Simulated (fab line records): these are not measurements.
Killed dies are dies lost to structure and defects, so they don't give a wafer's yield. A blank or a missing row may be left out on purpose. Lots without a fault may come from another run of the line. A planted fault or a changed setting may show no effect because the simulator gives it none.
Which tool was responsible? / flow berkeley-cmos170 / 14 lots, 42 wafers sampled, at 4 steps of a route of 331

WHAT EACH GAUGE READ, for each wafer
UCB170_PWELL_THK_MEAS_03. Usual: PWELL_OXIDE_THK 26.4 nm, standard deviation 0.57.
lot=L407; measured=day 2 15:02; on=film-metro-03; PWELL_OXIDE_THK (nm)=26.3 26.3 26.8; flag=
lot=L409; measured=day 2 22:21; on=film-metro-04; PWELL_OXIDE_THK (nm)=26.8 27.0 27.4; flag=
lot=L410; measured=day 3 09:32; on=film-metro-03; PWELL_OXIDE_THK (nm)=27.0 26.5 26.6; flag=
lot=L411; measured=day 3 09:32; on=film-metro-02; PWELL_OXIDE_THK (nm)=27.0 26.6 27.0; flag=
lot=L412; measured=day 3 17:53; on=film-metro-03; PWELL_OXIDE_THK (nm)=27.1 26.9 27.3; flag=
lot=L413; measured=day 4 03:55; on=film-metro-04; PWELL_OXIDE_THK (nm)=26.2 25.8 25.7; flag=
lot=L415; measured=day 4 14:40; on=film-metro-04; PWELL_OXIDE_THK (nm)=26.8 26.6 26.4; flag=
lot=L416; measured=day 4 19:56; on=film-metro-02; PWELL_OXIDE_THK (nm)=26.1 26.6 26.9; flag=
lot=L421; measured=day 5 21:34; on=film-metro-04; PWELL_OXIDE_THK (nm)=26.1 25.9 26.4; flag=
lot=L422; measured=day 6 03:50; on=film-metro-03; PWELL_OXIDE_THK (nm)=26.6 26.4 26.7; flag=
lot=L424; measured=day 6 07:56; on=film-metro-02; PWELL_OXIDE_THK (nm)=25.7 26.0 25.7; flag=
lot=L425; measured=day 6 11:52; on=film-metro-03; PWELL_OXIDE_THK (nm)=27.3 27.1 26.8; flag=
lot=L428; measured=day 6 22:02; on=film-metro-02; PWELL_OXIDE_THK (nm)=26.3 26.6 26.5; flag=
lot=L429; measured=day 7 07:07; on=film-metro-02; PWELL_OXIDE_THK (nm)=27.1 26.9 26.7; flag=

UCB170_SACOX_THK_MEAS_02. Usual: SACOX_OXIDE_THK 14.47 nm, standard deviation 0.29.
lot=L407; measured=day 5 01:52; on=film-metro-04; SACOX_OXIDE_THK (nm)=14.63 14.82 14.73; flag=
lot=L409; measured=day 5 11:46; on=film-metro-03; SACOX_OXIDE_THK (nm)=14.38 14.17 14.33; flag=
lot=L410; measured=day 5 19:26; on=film-metro-04; SACOX_OXIDE_THK (nm)=14.21 14.38 14.19; flag=
lot=L411; measured=day 5 19:26; on=film-metro-01; SACOX_OXIDE_THK (nm)=14.20 14.29 14.50; flag=
lot=L412; measured=day 6 05:32; on=film-metro-04; SACOX_OXIDE_THK (nm)=14.28 14.42 14.27; flag=
lot=L413; measured=day 6 22:15; on=film-metro-03; SACOX_OXIDE_THK (nm)=14.44 14.24 14.40; flag=
lot=L415; measured=day 6 22:15; on=film-metro-04; SACOX_OXIDE_THK (nm)=14.48 14.58 14.43; flag=
lot=L416; measured=day 6 22:14; on=film-metro-01; SACOX_OXIDE_THK (nm)=14.38 14.33 14.39; flag=
lot=L421; measured=day 8 14:25; on=film-metro-03; SACOX_OXIDE_THK (nm)=14.49 14.76 14.45; flag=
lot=L422; measured=day 8 14:25; on=film-metro-01; SACOX_OXIDE_THK (nm)=14.43 14.23 14.27; flag=
lot=L424; measured=day 8 23:49; on=film-metro-04; SACOX_OXIDE_THK (nm)=14.70 15.20 14.82; flag=
lot=L425; measured=day 8 23:49; on=film-metro-03; SACOX_OXIDE_THK (nm)=14.52 14.86 14.50; flag=
lot=L428; measured=day 9 12:55; on=film-metro-03; SACOX_OXIDE_THK (nm)=14.05 14.10 14.32; flag=
lot=L429; measured=day 9 22:32; on=film-metro-03; SACOX_OXIDE_THK (nm)=14.64 14.43 14.24; flag=

UCB170_M2_CD_MEAS_15: target cd 700 nm. Usual: cd-nm at 700.4 nm, with a standard deviation of 1.4.
lot=L407; measured=day 7 10:41; on=cd-sem-01; cd-nm (nm)=699.1 698.4 699.8; flag=
lot=L409; measured=day 7 18:20; on=cd-sem-01; cd-nm (nm)=699.0 700.2 698.9; flag=
lot=L410; measured=day 8 04:31; on=cd-sem-01; cd-nm (nm)=699.4 698.9 699.1; flag=
lot=L411; measured=day 8 04:22; on=cd-sem-01; cd-nm (nm)=703.4 702.5 702.1; flag=
lot=L412; measured=day 8 23:34; on=cd-sem-01; cd-nm (nm)=699.3 701.1 699.3; flag=
lot=L413; measured=day 9 12:56; on=cd-sem-01; cd-nm (nm)=701.5 699.4 701.6; flag=
lot=L415; measured=day 9 12:23; on=cd-sem-02; cd-nm (nm)=700.4 700.4 700.2; flag=
lot=L416; measured=day 9 11:38; on=cd-sem-02; cd-nm (nm)=702.1 702.1 702.4; flag=
lot=L421; measured=day 11 08:08; on=cd-sem-02; cd-nm (nm)=700.3 701.3 699.9; flag=
lot=L422; measured=day 11 11:04; on=cd-sem-01; cd-nm (nm)=699.0 699.3 698.6; flag=
lot=L424; measured=day 11 17:22; on=cd-sem-01; cd-nm (nm)=699.6 698.4 699.7; flag=
lot=L425; measured=day 11 17:36; on=cd-sem-02; cd-nm (nm)=699.9 700.9 699.7; flag=
lot=L428; measured=day 12 03:07; on=cd-sem-01; cd-nm (nm)=699.7 700.1 700.0; flag=
lot=L429; measured=day 12 08:58; on=cd-sem-01; cd-nm (nm)=702.9 703.6 703.6; flag=

EACH LOT AND THE TOOL THAT RAN IT (in order: tool; ch and the chambers of the sampled wafers; start)
lot=L407; UCB170_NSD_DEVELOP_05=litho-track-02 ch 0, day 6 11:00
lot=L409; UCB170_NSD_DEVELOP_05=litho-track-04 ch 0, day 6 21:00
lot=L410; UCB170_NSD_DEVELOP_05=litho-track-04 ch 0, day 7 06:00
lot=L411; UCB170_NSD_DEVELOP_05=litho-track-01 ch 0, day 7 06:00
lot=L412; UCB170_NSD_DEVELOP_05=litho-track-02 ch 0, day 8 00:00
lot=L413; UCB170_NSD_DEVELOP_05=litho-track-02 ch 0, day 8 15:00
lot=L415; UCB170_NSD_DEVELOP_05=litho-track-04 ch 0, day 8 15:00
lot=L416; UCB170_NSD_DEVELOP_05=litho-track-04 ch 0, day 8 14:00
lot=L421; UCB170_NSD_DEVELOP_05=litho-track-04 ch 0, day 10 10:00
lot=L422; UCB170_NSD_DEVELOP_05=litho-track-01 ch 0, day 10 09:00
lot=L424; UCB170_NSD_DEVELOP_05=litho-track-04 ch 0, day 10 15:00
lot=L425; UCB170_NSD_DEVELOP_05=litho-track-01 ch 0, day 10 15:00
lot=L428; UCB170_NSD_DEVELOP_05=litho-track-01 ch 0, day 11 03:00
lot=L429; UCB170_NSD_DEVELOP_05=litho-track-02 ch 0, day 11 12:00
- UCB170_NSD_DEVELOP_05: develop time 45 s.

AS READ BY THE TOOLS THEMSELVES (means over the sampled wafers that have a number; for cases with no such wafer, the mark the record gives instead)
UCB170_NSD_DEVELOP_05. Usual: developer-temp-C at 20.98 C, with a standard deviation of 0.11.
lot=L407; tool=litho-track-02; developer-temp-C (C)=20.98; flag=
lot=L409; tool=litho-track-04; developer-temp-C (C)=20.92; flag=
lot=L410; tool=litho-track-04; developer-temp-C (C)=21.03; flag=
lot=L411; tool=litho-track-01; developer-temp-C (C)=21.11; flag=
lot=L412; tool=litho-track-02; developer-temp-C (C)=21.03; flag=
lot=L413; tool=litho-track-02; developer-temp-C (C)=20.89; flag=
lot=L415; tool=litho-track-04; developer-temp-C (C)=20.98; flag=
lot=L416; tool=litho-track-04; developer-temp-C (C)=21.00; flag=
lot=L421; tool=litho-track-04; developer-temp-C (C)=21.66; flag=OFF
lot=L422; tool=litho-track-01; developer-temp-C (C)=21.05; flag=
lot=L424; tool=litho-track-04; developer-temp-C (C)=21.82; flag=OFF
lot=L425; tool=litho-track-01; developer-temp-C (C)=20.97; flag=
lot=L428; tool=litho-track-01; developer-temp-C (C)=21.04; flag=
lot=L429; tool=litho-track-02; developer-temp-C (C)=21.04; flag=

THE ANSWER, worked out from the rows above alone
Rule: a lot is off if the mean of its wafers that have a number lies more than 3 standard deviations from the usual mean. A lot without any number at a reading at which 4 lots or more have one is off too. All remaining lots with rows at the step are treated as sound. First the gauges in route order, then the tools' own readings, where a lot's mean is used as printed above. At the first step where some lot is off, the reading lying furthest off is the one used; lots without a number count as furthest.
Off: L421, L424 (UCB170_NSD_DEVELOP_05, developer-temp-C).
A tool fits if, at that step or a process step before it, it ran every lot that is off, and no sound lot after the first of them. One fits: UCB170_NSD_DEVELOP_05 on litho-track-04. Its last sound lot is L415 (day 8 15:00), its first lot that is off L421 (day 10 10:00): a fault that began between those two fits.
The tool's own readings at UCB170_NSD_DEVELOP_05 bear it out: on the lots that are off they differ by more than 5 times the standard deviation of the sound lots' means. developer-temp-C reads 21.74 C there against 21.00 C on the sound lots.

WHAT WAS PUT IN BY THE SIMULATOR
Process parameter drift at UCB170_NSD_DEVELOP_05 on litho-track-04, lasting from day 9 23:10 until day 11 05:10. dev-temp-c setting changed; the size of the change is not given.
Struck lots among those shown: L421, L424. The rule above found the same.
